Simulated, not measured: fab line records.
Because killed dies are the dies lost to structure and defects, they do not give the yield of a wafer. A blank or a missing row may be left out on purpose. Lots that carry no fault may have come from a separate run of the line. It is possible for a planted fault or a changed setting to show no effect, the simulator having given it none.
2 desks, one fault -- flow berkeley_cmos170 -- only its own numbers are on each desk; what lay behind them is given at the end

THE METROLOGY DESK
Means of the sampled wafers that have a number, per lot and without regard to the tool the lot ran on: this is what the gauges read. The brackets show how far a lot's mean lies from the usual mean; more than 4 standard deviations puts the lot out of limits, marked OUT. It has 12 readings; the 7 that lie furthest out on some lot are the ones shown.
Columns: A = PSD_RS at UCB170_SDANNEAL_RS_MEAS_02, usual 75.50 ohm/sq; B = NSD_RS at UCB170_SDANNEAL_RS_MEAS_03, usual 37.22 ohm/sq; C = NLDD_RS at UCB170_SDANNEAL_RS_MEAS_05, usual 615.9 ohm/sq; D = SILICIDE_TI_THK at UCB170_SILICIDE_THK_MEAS_03, usual 30.0 nm; E = CONTACT_PSG_THK at UCB170_CONTACT_THK_MEAS_02, usual 698 nm; F = cd_nm at UCB170_CONTACT_CD_MEAS_15, usual 700.5 nm; G = CONTACT_OVL at UCB170_CONTACT_OVL_MEAS_16, usual -1 nm
lot,first seen here,A,B,C,D,E,F,G
L923,day 6 11:42,75.18,37.28,614.8,29.5,699,700.1,-5
L924,day 7 00:36,75.42,37.17,616.0,30.7,701,702.5,-1
L933,day 8 18:45,75.73,37.16,617.0,30.2,702,702.2,2
L932,day 8 20:02,75.79,37.29,615.7,30.3,704,699.4,0
L934,day 9 11:19,75.33,37.29,617.8,29.8,696,699.4,-11
L935,day 9 11:29,75.93,37.35,615.9,29.4,689,700.1,-2
L945,day 11 12:38,75.53,37.29,616.5,30.3,704,699.6,-5
This desk found nothing out of limits on any of the 7 lots.

THE TOOL OWNER'S DESK: rtp_anneal-02
The tool's own readings at UCB170_SILICIDE_RTA_04 (time 15 s): means of the sampled wafers that have a number, for each lot that ran on this tool. The brackets show how far a lot's mean lies from the usual mean; more than 4 standard deviations puts the lot out of limits, marked OUT.
Columns: A = lamp_power_pct at UCB170_SILICIDE_RTA_04, usual 11.3 %; B = wafer_temp_C_max at UCB170_SILICIDE_RTA_04, usual 653.1
lot,first seen here,A,B
L923,day 6 12:29,11.8,654.2
L933,day 8 19:30,11.8,654.0
L932,day 8 20:47,11.8,654.6
L935,day 9 12:15,11.8,654.7
This desk found nothing out of limits on any of the 4 lots.

TAKEN TOGETHER
Metrology desk: nothing out of limits seen.
The tool owner's desk saw nothing out of limits.

WHAT THE SIMULATOR HAD INSERTED
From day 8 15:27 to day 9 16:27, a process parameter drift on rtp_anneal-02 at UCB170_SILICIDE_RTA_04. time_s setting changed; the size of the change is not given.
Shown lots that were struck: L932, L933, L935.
